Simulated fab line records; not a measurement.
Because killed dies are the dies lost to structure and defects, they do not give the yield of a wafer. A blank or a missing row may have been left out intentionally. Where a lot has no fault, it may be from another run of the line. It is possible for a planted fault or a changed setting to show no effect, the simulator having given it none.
fab line records ; flow rit-cmos
[record] lots = 6; wafers = 18; last-day = 7
route steps=202 shown CONTACT@172 M1@184
lots with no fault: from the same line, run without faults
start-h: the number of hours between the record's first day and the start of the first shown wafer of the lot ; wait-h: hours from the lot's prior step to this one ; " same as the row above ; L1.1+2: several wafers, shown together as one row ; - no value present, or no start provided ; * or withheld: withheld ; < > ~ a bound
route shown NAME@n: NAME is a module with steps in the file, n the number in the route of the first one ; usual: mean and standard deviation over wafers with no fault ; same: alike in all rows ; chamber/n: place in a boat ; sites: per-site readings ; _std_site: the values' standard deviation ; _edge_site: the outer-site mean with the inner-site mean subtracted ; radius-mm: how far each site lies from the wafer's centre ; mask NAME#n: copy n ; behind: the tool/chamber that last shaped the wafer ; hold: reason for holding the lot/hours on hold/outcome of the hold ; device: which transistor (n, p or np) failed to switch ; end of line: the tests these same wafers got at the end of their route ; a step with no rows: only its recipe ; killed: not the wafer's yield, but the dies lost to structure and defects at the first sort ; map: per-die view of a wafer (x killed, . not killed, _ where there is no die)
set.NAME: setting as actually run; set.NAME@STEP: the setting as run at that earlier step ; model.NAME: the simulator's own value behind a step, which no gauge read
lots at selected steps of the route; one table per step, one row per wafer
services: a tool's chamber out of use, with start hour (start-h, from the record's first day; less than 0 if before it), hours out, and reason
[[steps]]
[step RIT_CONTACT_SOFTBAKE_04]
[recipe] resist = NOVOLAK; temp-c = 90; time-s = 60
[step RIT_CONTACT_EXPOSE_05]
[recipe] mask-id = M11; na = 0.6; source-shape = conventional; sigma-outer = 0.5; target-cd-nm = 1000; dose-mj = 250
[step RIT_CONTACT_PEB_06]
[recipe] resist = NOVOLAK; temp-c = withheld; time-s = withheld
[step RIT_CONTACT_DEVELOP_07]
[recipe] resist = NOVOLAK; develop-time-s = 120; dev-temp-c = 23
[step RIT_CONTACT_CD_MEAS_08]
[recipe] target-cd-nm = 1000
[usual] cd-nm = 1000.6/2.4
lot.wafer;tool;chamber;start-h;wait-h;cd-nm
L168.3;cd-sem-02;-;80.51;-;1004.4
L168.4;cd-sem-02;-;80.51;-;1005.6
L168.6;cd-sem-02;-;80.51;-;1004.1
L170.2;cd-sem-02;-;90.16;-;999.2
L170.5;cd-sem-02;-;90.16;-;1000.9
L170.6;cd-sem-02;-;90.16;-;1001.4
L176.4;cd-sem-02;-;117.44;-;997.2
L176.5;cd-sem-02;-;117.44;-;997.1
L176.6;cd-sem-02;-;117.44;-;995.1
L180.1;cd-sem-02;-;135.57;-;999.9
L180.2;cd-sem-02;-;135.57;-;999.4
L180.3;cd-sem-02;-;135.57;-;1002.5
L183.3;cd-sem-02;-;146.31;-;997.8
L183.4;cd-sem-02;-;146.31;-;997.7
L183.5;cd-sem-02;-;146.31;-;997.5
L186.1;cd-sem-01;-;166.12;-;1001.0
L186.2;cd-sem-01;-;166.12;-;998.3
L186.4;cd-sem-01;-;166.12;-;1001.5
[step RIT_CONTACT_OVL_MEAS_09]
[usual] CONTACT_OVL = 0.1/1.4
lot.wafer;tool;chamber;start-h;wait-h;CONTACT_OVL[nm]
L168.3;overlay-01;-;80.62;0.1;1.9
L168.4;overlay-01;-;80.62;0.1;1.6
L168.6;overlay-01;-;80.62;0.1;1.3
L170.2;overlay-02;-;90.26;0.1;-0.1
L170.5;overlay-02;-;90.26;0.1;-0.3
L170.6;overlay-02;-;90.26;0.1;-0.5
L176.4;overlay-02;-;117.52;0.1;-0.2
L176.5;overlay-02;-;117.52;0.1;0.0
L176.6;overlay-02;-;117.52;0.1;0.7
L180.1;overlay-01;-;135.69;0.1;0.1
L180.2;overlay-01;-;135.69;0.1;0.0
L180.3;overlay-01;-;135.69;0.1;-1.6
L183.3;overlay-02;-;146.40;0.1;2.4
L183.4;overlay-02;-;146.40;0.1;1.5
L183.5;overlay-02;-;146.40;0.1;-0.6
L186.1;overlay-01;-;166.24;0.1;-0.8
L186.2;overlay-01;-;166.24;0.1;0.3
L186.4;overlay-01;-;166.24;0.1;1.2
[step RIT_CONTACT_HARDBAKE_10]
[recipe] resist = NOVOLAK; temp-c = 140; time-s = 60
[step RIT_CONTACT_ETCH_11]
[recipe] target-depth-a = 4800; over-etch-frac = 0.2; stop-on = TiSi2; chemistry = CHF3/CF4/Ar; target = SiO2; CHF3_flow_sccm = 50; cf4-flow-sccm = 10; Ar_flow_sccm = 100; O2_flow_sccm = 5; pressure-mtorr = 100; rf-w = 200; time-s = 320
[usual] drypump-motor-current-A = 5.9/0.47; oes-product-au = 0.997/0.012; throttle-valve-pct = 8.85/0.15
lot.wafer;tool;chamber;start-h;wait-h;drypump-motor-current-A;oes-product-au;rf-hours-counter-h;throttle-valve-pct
L168.3;rie-diel-04;1;80.79;0.1;5.5;0.999;54;9.08
L168.4;rie-diel-04;3;80.79;0.1;5.4;0.987;92;8.70
L168.6;rie-diel-04;3;80.79;0.1;5.4;0.980;-;8.70
L170.2;rie-diel-01;1;90.44;0.1;6.3;0.987;4;8.67
L170.5;rie-diel-01;2;90.44;0.1;5.1;1.010;-;8.89
L170.6;rie-diel-01;3;90.44;0.1;6.1;1.000;-;8.69
L176.4;rie-diel-01;1;117.73;0.1;6.3;0.985;5;8.67
L176.5;rie-diel-01;0;117.73;0.1;6.4;1.003;-;9.03
L176.6;rie-diel-01;3;117.73;0.1;6.1;0.996;-;8.69
L180.1;rie-diel-04;3;135.88;0.1;5.4;0.989;92;8.70
L180.2;rie-diel-04;2;135.88;0.1;5.6;0.981;5;8.75
L180.3;rie-diel-04;1;135.88;0.1;5.5;0.998;54;9.10
L183.3;rie-diel-01;1;146.58;0.1;6.2;0.986;6;8.68
L183.4;rie-diel-01;3;146.58;0.1;6.1;0.999;-;8.70
L183.5;rie-diel-01;1;146.58;0.1;6.2;0.982;-;8.65
L186.1;rie-diel-04;2;166.43;0.1;5.6;0.991;5;8.73
L186.2;rie-diel-04;3;166.43;0.1;5.4;0.982;93;8.71
L186.4;rie-diel-04;1;166.43;0.1;5.5;0.996;55;9.09
[step RIT_CONTACT_STRIP_12]
[recipe] chemistry = O2; time-s = 180; resist = NOVOLAK; platen-temp-c = withheld; power-w = 500; pressure-mtorr = 4000; o2-flow-sccm = 4000
[usual] drypump-motor-current-A = 6.0/0.32; rf-refl-power-W = 7.5/1.4
lot.wafer;tool;chamber;start-h;wait-h;drypump-motor-current-A;rf-hours-counter-h;rf-refl-power-W
L168.3;plasma-asher-03;1;81.04;0.2;5.8;-;10.0
L168.4;plasma-asher-03;0;81.04;0.2;5.8;-;7.0
L168.6;plasma-asher-03;1;81.04;0.2;5.8;-;10.1
L170.2;plasma-asher-04;1;90.64;0.1;6.3;26;6.7
L170.5;plasma-asher-04;1;90.64;0.1;6.3;-;6.6
L170.6;plasma-asher-04;0;90.64;0.1;6.6;-;6.1
L176.4;plasma-asher-02;0;117.99;0.2;5.8;-;6.3
L176.5;plasma-asher-02;0;117.99;0.2;5.8;-;6.2
L176.6;plasma-asher-02;1;117.99;0.2;5.9;-;7.0
L180.1;plasma-asher-03;1;136.07;0.1;5.8;49;9.7
L180.2;plasma-asher-03;0;136.07;0.1;5.8;49;6.9
L180.3;plasma-asher-03;0;136.07;0.1;5.9;-;7.1
L183.3;plasma-asher-04;1;146.83;0.2;6.3;-;6.6
L183.4;plasma-asher-04;0;146.83;0.2;6.7;-;6.3
L183.5;plasma-asher-04;1;146.83;0.2;6.3;-;6.7
L186.1;plasma-asher-03;1;166.62;0.1;5.7;52;10.0
L186.2;plasma-asher-03;0;166.62;0.1;5.8;52;7.6
L186.4;plasma-asher-03;0;166.62;0.1;5.8;-;7.2
[step RIT_CONTACT_CD_MEAS_90]
[recipe] target-cd-nm = 1000
[usual] cd-nm = 1000.5/2.3
lot.wafer;tool;chamber;start-h;wait-h;cd-nm
L168.3;cd-sem-02;-;81.28;0.2;1004.3
L168.4;cd-sem-02;-;81.28;0.2;1005.7
L168.6;cd-sem-02;-;81.28;0.2;1004.0
L170.2;cd-sem-02;-;90.83;0.1;999.8
L170.5;cd-sem-02;-;90.83;0.1;1001.3
L170.6;cd-sem-02;-;90.83;0.1;1001.7
L176.4;cd-sem-02;-;118.16;0.1;997.5
L176.5;cd-sem-02;-;118.16;0.1;997.6
L176.6;cd-sem-02;-;118.16;0.1;995.2
L180.1;cd-sem-02;-;136.25;0.1;999.6
L180.2;cd-sem-02;-;136.25;0.1;999.2
L180.3;cd-sem-02;-;136.25;0.1;1002.2
L183.3;cd-sem-01;-;146.99;0.1;997.8
L183.4;cd-sem-01;-;146.99;0.1;998.0
L183.5;cd-sem-01;-;146.99;0.1;997.5
L186.1;cd-sem-01;-;166.79;0.1;1000.9
L186.2;cd-sem-01;-;166.79;0.1;998.1
L186.4;cd-sem-01;-;166.79;0.1;1001.9
[step RIT_CONTACT_CLEAN_13]
[recipe] chemistry = SC1; mix = 3:3:50; time-s = 600; temp-c = 75
[step RIT_CONTACT_CLEAN_14]
[recipe] chemistry = SC2; mix = 3:3:50; time-s = 600; temp-c = 75; dry = n2-spin
[step RIT_M1_SPUTTER_00]
[recipe] material = Al; target-thk-nm = 400; power-w = 2000; chamber-pressure-pa = 0.4; gas = Ar; time-s = 522.4; substrate-temp-c = 25
[usual] chamber-pressure-pa = 0.4001/0.00078; throttle-valve-pct = 29.8/1.5
lot.wafer;tool;chamber;start-h;wait-h;chamber-pressure-pa;throttle-valve-pct
L168.3;pvd-sputter-03;-;81.89;0.0;0.4000;31.9
L168.4;pvd-sputter-03;-;81.89;0.0;0.4007;27.6
L168.6;pvd-sputter-03;-;81.89;0.0;0.4005;32.1
L170.2;pvd-sputter-03;-;91.46;0.0;0.4006;29.2
L170.5;pvd-sputter-03;-;91.46;0.0;0.4004;32.1
L170.6;pvd-sputter-03;-;91.46;0.0;0.4008;27.4
L176.4;pvd-sputter-03;-;118.59;0.0;0.4178;27.0
L176.5;pvd-sputter-03;-;118.59;0.0;0.4176;28.8
L176.6;pvd-sputter-03;-;118.59;0.0;0.4175;31.2
L180.1;pvd-sputter-03;-;137.13;0.0;0.4178;28.8
L180.2;pvd-sputter-03;-;137.13;0.0;0.4192;31.4
L180.3;pvd-sputter-03;-;137.13;0.0;0.4185;26.7
L183.3;pvd-sputter-04;-;147.43;0.0;0.4006;29.9
L183.4;pvd-sputter-04;-;147.43;0.0;0.4008;31.4
L183.5;pvd-sputter-04;-;147.43;0.0;0.4013;31.5
L186.1;pvd-sputter-02;-;167.26;0.0;0.4007;32.2
L186.2;pvd-sputter-02;-;167.26;0.0;0.3988;28.1
L186.4;pvd-sputter-02;-;167.26;0.0;0.3997;29.7
[step RIT_M1_RS_MEAS_01]
[recipe] thk-meas-gauge = four-point-probe; reads = Al_of_M1_SPUTTER_00
[usual] M1_AL_RS = 0.0702/0.00055
lot.wafer;tool;chamber;start-h;wait-h;M1_AL_RS[ohm/sq]
L168.3;film-metro-04;-;82.22;0.2;0.0703
L168.4;film-metro-04;-;82.22;0.2;0.0699
L168.6;film-metro-04;-;82.22;0.2;0.0704
L170.2;film-metro-04;-;91.77;0.2;0.0699
L170.5;film-metro-04;-;91.77;0.2;0.0702
L170.6;film-metro-04;-;91.77;0.2;0.0702
L176.4;film-metro-01;-;118.94;0.2;0.0706
L176.5;film-metro-01;-;118.94;0.2;0.0708
L176.6;film-metro-01;-;118.94;0.2;0.0709
L180.1;film-metro-04;-;137.42;0.1;0.0716
L180.2;film-metro-04;-;137.42;0.1;0.0717
L180.3;film-metro-04;-;137.42;0.1;0.0713
L183.3;film-metro-01;-;147.77;0.2;0.0703
L183.4;film-metro-01;-;147.77;0.2;0.0702
L183.5;film-metro-01;-;147.77;0.2;0.0702
L186.1;film-metro-01;-;167.60;0.2;0.0703
L186.2;film-metro-01;-;167.60;0.2;0.0691
L186.4;film-metro-01;-;167.60;0.2;0.0694
[step RIT_M1_PROBE_99]
[usual] defect-limited-yield = 97.1/1.1; killed-at-front-end = 7.5/2.8; killed-dies = 7.6/2.9; killed-open = 3.7/2; killed-short = 3.8/2; sort_bin_3_pad_short = 0.1/0.25; sort_bin_5_function = 1.6/0.85; sort_bin_6_memory = 1.1/0.62; sort-n-pass = 256.4/2.9; sort-yield-pct = 97.1/1.1
[same] gross-dies = 264; killed_at_M0_to_M3 = 0; killed_at_M4_up = 0; killed-at-back-side = 0; killed-at-contacts = 0; killed-at-other = 0
lot.wafer;tool;chamber;start-h;wait-h;defect-limited-yield[%];killed-at-front-end;killed-dies;killed-open;killed-short;sort_bin_3_pad_short[%];sort_bin_5_function[%];sort_bin_6_memory[%];sort-n-pass;sort-yield-pct[%]
L168.3;prober-02;-;86.00;0.2;97.7;6;6;4;2;0;1.9;0.4;258.0;97.7
L168.4;prober-02;-;86.05;0.2;96.6;9;9;3;5;0;1.5;1.9;255.0;96.6
L168.6;prober-02;-;86.15;0.2;97.3;7;7;1;6;0.4;1.9;0.4;257.0;97.3
L170.2;prober-02;-;95.65;0.1;97.7;6;6;2;4;0;1.1;1.1;258.0;97.7
L170.5;prober-02;-;95.80;0.2;96.2;10;10;5;5;0;2.3;1.5;254.0;96.2
L170.6;prober-02;-;95.85;0.2;98.1;5;5;1;4;0.4;0.8;0.8;259.0;98.1
L176.4;prober-01;-;122.75;0.2;96.6;9;9;4;5;0.4;2.3;0.8;255.0;96.6
L176.5;prober-01;-;122.80;0.2;97.0;8;8;0;8;0.8;1.1;1.1;256.0;97.0
L176.6;prober-01;-;122.85;0.2;98.9;3;3;2;1;0;0.8;0.4;261.0;98.9
L180.1;prober-01;-;141.14;0.1;98.9;3;3;2;1;0;1.1;0;261.0;98.9
L180.2;prober-01;-;141.19;0.1;97.7;6;6;5;1;0;2.3;0;258.0;97.7
L180.3;prober-01;-;141.24;0.2;100.0;0;0;0;0;0;0;0;264.0;100.0
L183.3;prober-02;-;151.56;0.2;95.5;12;12;7;5;0;3.0;1.5;252.0;95.5
L183.4;prober-02;-;151.61;0.2;96.6;9;9;5;4;0.4;1.5;1.5;255.0;96.6
L183.5;prober-02;-;151.66;0.2;96.2;10;10;4;6;0.4;1.9;1.5;254.0;96.2
L186.1;prober-01;-;171.44;0.1;96.6;9;9;5;3;0.4;2.3;0.8;255.0;96.6
L186.2;prober-01;-;171.49;0.1;97.3;7;7;2;5;0;1.5;1.1;257.0;97.3
L186.4;prober-01;-;171.59;0.2;98.1;5;5;3;1;0;0.8;1.1;259.0;98.1
// killed by level:class
L168.3 GATE:geometric-particle:open=2 SILICIDE:geometric-particle:open=2 FOX2:geometric-particle:short=1 REOX:geometric-particle:short=1
L168.4 GATE:geometric-particle:open=2 GATE:geometric-particle:short=2 FOX1:geometric-particle:short=1 REOX:geometric-particle:open=1 REOX:geometric-particle:short=1 SPACER:geometric-particle:short=1 NSD:coat-microbubble-printed=1
L168.6 GATE:geometric-particle:short=3 REOX:geometric-particle:short=2 FOX1:geometric-particle:short=1 GATE:geometric-particle:open=1
L170.2 SPACER:geometric-particle:short=2 FOX1:geometric-particle:short=1 REOX:geometric-particle:open=1 SPACER:geometric-particle:open=1 SILICIDE:geometric-particle:short=1
L170.5 FOX1:geometric-particle:short=2 FOX1:geometric-particle:open=2 REOX:geometric-particle:short=2 GATE:geometric-particle:short=1 GATE:geometric-particle:open=1 REOX:geometric-particle:open=1 SPACER:geometric-particle:open=1
L170.6 FOX1:geometric-particle:short=1 FOX1:geometric-particle:open=1 FOX2:geometric-particle:short=1 SPACER:geometric-particle:short=1 SILICIDE:geometric-particle:short=1
L176.4 GATE:geometric-particle:short=4 SPACER:geometric-particle:open=2 GATE:geometric-particle:open=1 SPACER:geometric-particle:short=1 SILICIDE:geometric-particle:open=1
L176.5 FOX2:geometric-particle:short=3 GATE:geometric-particle:short=2 FOX1:geometric-particle:short=1 REOX:geometric-particle:short=1 SPACER:geometric-particle:short=1
L176.6 FOX1:geometric-particle:short=1 REOX:geometric-particle:open=1 SPACER:geometric-particle:open=1
L180.1 GATE:geometric-particle:open=2 REOX:geometric-particle:short=1
L180.2 REOX:geometric-particle:open=2 SPACER:geometric-particle:open=2 GATE:geometric-particle:open=1 SPACER:geometric-particle:short=1
L183.3 FOX1:geometric-particle:open=2 GATE:geometric-particle:open=2 SPACER:geometric-particle:open=2 SILICIDE:geometric-particle:short=2 FOX2:geometric-particle:short=1 GATE:geometric-particle:short=1 REOX:geometric-particle:open=1 SPACER:geometric-particle:short=1
L183.4 GATE:geometric-particle:open=2 GATE:geometric-particle:short=2 REOX:geometric-particle:open=2 FOX2:geometric-particle:short=1 REOX:geometric-particle:short=1 SILICIDE:geometric-particle:open=1
L183.5 GATE:geometric-particle:open=3 FOX2:geometric-particle:short=2 SPACER:geometric-particle:short=2 FOX1:geometric-particle:open=1 FOX1:geometric-particle:short=1 SILICIDE:geometric-particle:short=1
L186.1 GATE:geometric-particle:short=2 REOX:geometric-particle:open=2 SPACER:geometric-particle:open=2 GATE:geometric-particle:open=1 REOX:geometric-particle:short=1 NRETRO:coat-microbubble-printed=1
L186.2 GATE:geometric-particle:short=2 FOX1:geometric-particle:short=1 FOX2:geometric-particle:short=1 GATE:geometric-particle:open=1 SPACER:geometric-particle:short=1 SPACER:geometric-particle:open=1
L186.4 FOX1:geometric-particle:open=1 FOX2:geometric-particle:short=1 GATE:geometric-particle:open=1 SILICIDE:geometric-particle:open=1 NRETRO:coat-microbubble-printed=1
[[services]]
tool;chamber;start-h;hours;kind
rie-diel-04;3;60.04;2.2;repair
pvd-sputter-02;-;64.63;1.8;repair
plasma-asher-02;-;72.58;11.4;pm
rie-diel-04;-;107.70;28.1;pm
plasma-asher-03;-;110.39;7.6;repair
pvd-sputter-04;-;116.49;2.0;repair
rie-diel-01;2;130.62;-;clean
rie-diel-01;2;130.62;23.5;scheduled-down
rie-diel-01;2;130.62;23.5;vent-cycle
plasma-asher-04;-;158.88;1.4;repair
plasma-asher-03;-;162.43;1.9;repair
[[key]]
[first-sign] step = RIT_M1_SPUTTER_00; reading = chamber-pressure-pa; direction = up; sigmas = 23; usual = 0.4001; struck = 0.4181
[effect] step = RIT_M1_RS_MEAS_01; reading = M1_AL_RS; direction = up; sigmas = 1.8; usual = 0.0702; struck = 0.0712
met-at RIT_M1_SPUTTER_00
struck-wafers L176.4,L176.5,L176.6,L180.1,L180.2,L180.3
onset-between 91.46 118.59
[fault] kind = process-parameter-drift; tool = pvd-sputter-03; chamber = -; onset-h = 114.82; steps = RIT_M1_SPUTTER_00; channel = chamber-pressure-pa; offset = 0.018091; shape = step; end-h = 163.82; acts-in = these-recipes-only; stated = 0.4
